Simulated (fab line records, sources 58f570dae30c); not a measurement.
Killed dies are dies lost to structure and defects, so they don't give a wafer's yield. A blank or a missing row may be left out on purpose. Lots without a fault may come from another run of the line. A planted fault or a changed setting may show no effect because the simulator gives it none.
A struck lot beside a sound one | flow berkeley_cmos170 | 27 steps out of a route of 331
Sound: wafers L996.1, L996.2, L996.5. Struck: wafers L989.2, L989.4, L989.6. The cause comes at the end.
At each step with rows: each side's tool, then ch and its chambers, then its first start. Under that, the readings that differ: sound wafers | struck wafers | difference of the means | sigmas: that difference in standard deviations of wafers without a fault.
alike: readings whose means differ by less than 2 such deviations, and words and numbers that are the same on both sides. not compared: withheld readings, readings that some wafer has no value for, bounds like >300 that may hide the same value, and numbers for which the record gives no deviation and whose values overlap.
The two part at a step that has a row with sigmas, a row that says differs or no value, or rows on one side only. Numbers that don't overlap but have no deviation are shown without sigmas and don't part them. A reading that every wafer of one side lacks parts them only if that side has two wafers or more.

first, 1 step without rows for these wafers: UCB170_PSD_IMPLANT_08.
UCB170_PSD_STRIP_09: strips in O2.
  sound on plasma_asher-02 ch 0,1, day 11 07:54; struck on plasma_asher-02 ch 0,1, day 9 19:18
  alike: drypump_motor_current_A, oes_product_au, strip_time_to_endpoint_s
  not compared: rf_hours_counter_h
UCB170_PSD_TW_MEAS_10:
  sound on film_metro-04, day 11 08:00; struck on film_metro-01, day 9 19:25
  alike: PSD_TW
then, 5 steps without rows for these wafers: UCB170_PSD_CLEAN_11 (cleans in SPM, time 600 s); UCB170_NSD_HMDS_00 (prime time 60 s); UCB170_NSD_COAT_01 (resist thk 900 nm); UCB170_NSD_SOFTBAKE_02 (time 60 s); UCB170_NSD_EXPOSE_03 (exposes mask NSELECT MOD, target cd 1200 nm).
UCB170_NSD_PEB_04:
  sound on litho_track-01 ch 0, day 11 11:28; struck on litho_track-03 ch 0, day 9 20:28
  alike: plate_sensor_t_centre_C, plate_sensor_t_edge_C
then, 1 step without rows for these wafers: UCB170_NSD_DEVELOP_05 (develop time 45 s).
UCB170_NSD_CD_MEAS_06: target cd 1200 nm.
  sound on cd_sem-02, day 11 11:45; struck on cd_sem-02, day 9 20:44
  alike: cd_nm
UCB170_NSD_OVL_MEAS_07:
  sound on overlay-02, day 11 11:52; struck on overlay-01, day 9 20:51
  alike: NSD_OVL
UCB170_NSD_IMPLANT_08:
  sound on implanter-04 ch 0, day 11 11:54; struck on implanter-02 ch 0, day 9 20:54
  reading                   | sound                | struck               | difference | sigmas
  beam_energy_keV           | 39.976 39.995 39.980 | 37.929 37.930 37.948 | -2.048     | -99 or more
  model.implant.rp_nm (nm)  | 47.01 47.01 47.01    | 44.62 44.62 44.62    | -2.39      |
  model.implant.drp_nm (nm) | 21.16 21.16 21.16    | 20.22 20.22 20.22    | -0.94      |
  alike: faraday_current_uA, tilt_deg
UCB170_NSD_STRIP_09: strips in O2.
  sound on plasma_asher-02 ch 0,1, day 11 12:03; struck on plasma_asher-02 ch 0, day 9 21:02
  reading                      | sound             | struck            | difference | sigmas
  oes_product_au (a.u.)        | 0.531 0.529 0.529 | 0.542 0.535 0.542 | +0.010     | +2
  strip_time_to_endpoint_s (s) | 35.77 35.83 35.76 | 35.06 35.07 35.08 | -0.72      | -9
  alike: drypump_motor_current_A
  not compared: rf_hours_counter_h
UCB170_NSD_TW_MEAS_10:
  sound on film_metro-01, day 11 12:09; struck on film_metro-03, day 9 21:08
  alike: NSD_TW
then, 4 steps without rows for these wafers: UCB170_NSD_CLEAN_11 (cleans in SPM, time 600 s); UCB170_BACKSIDE_HMDS_00 (prime time 60 s); UCB170_BACKSIDE_COAT_01 (resist thk 900 nm); UCB170_BACKSIDE_SOFTBAKE_02 (time 60 s).
UCB170_BACKSIDE_STRIP_03: strips in O2.
  sound on plasma_asher-04 ch 0,1, day 11 12:50; struck on plasma_asher-04 ch 0, day 9 21:50
  alike: drypump_motor_current_A, oes_product_au, strip_time_to_endpoint_s
  not compared: rf_hours_counter_h
then, 1 step without rows for these wafers: UCB170_BACKSIDE_CLEAN_04 (cleans in SPM, time 600 s).
UCB170_SDANNEAL_RTA_00: time 10 s.
  sound on rtp_anneal-01 ch 0, day 11 13:07; struck on rtp_anneal-02 ch 0, day 9 22:16
  alike: lamp_power_pct, wafer_temp_C_max
UCB170_SDANNEAL_RTA_01: time 5 s.
  sound on rtp_anneal-01 ch 0, day 11 13:11; struck on rtp_anneal-02 ch 0, day 9 22:20
  reading            | sound          | struck         | difference | sigmas
  lamp_power_pct (%) | 34.9 35.0 35.0 | 40.1 40.2 40.2 | +5.2       | +2
  alike: wafer_temp_C_max
UCB170_SDANNEAL_RS_MEAS_02: measures by four-point-probe.
  sound on film_metro-04, day 11 13:14; struck on film_metro-01, day 9 22:24
  alike: PSD_RS
UCB170_SDANNEAL_RS_MEAS_03: measures by four-point-probe.
  sound on film_metro-04, day 11 13:22; struck on film_metro-01, day 9 22:53
  reading         | sound             | struck            | difference | sigmas
  NSD_RS (ohm/sq) | 37.42 37.43 37.39 | 37.89 37.88 37.89 | +0.47      | +5
  not compared: hold
UCB170_SDANNEAL_RS_MEAS_04: measures by four-point-probe.
  sound on film_metro-04, day 11 13:29; struck on film_metro-01, day 10 01:23
  reading | sound | struck                                                                     | difference                   | sigmas
  hold    | - - - | await_dispo/2.3h/release await_dispo/2.3h/release await_dispo/2.3h/release | no value on the sound wafers |
  alike: PLDD_RS
then, 1 step without rows for these wafers: UCB170_M3_PROBE_99.

WHERE THEY PART
First at UCB170_NSD_IMPLANT_08; last, within this record, at UCB170_SDANNEAL_RS_MEAS_04.

WHY: what the simulator had put in
Process parameter drift: implanter-02, from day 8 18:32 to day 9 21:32, at UCB170_NSD_IMPLANT_08. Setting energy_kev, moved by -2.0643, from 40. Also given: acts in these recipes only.
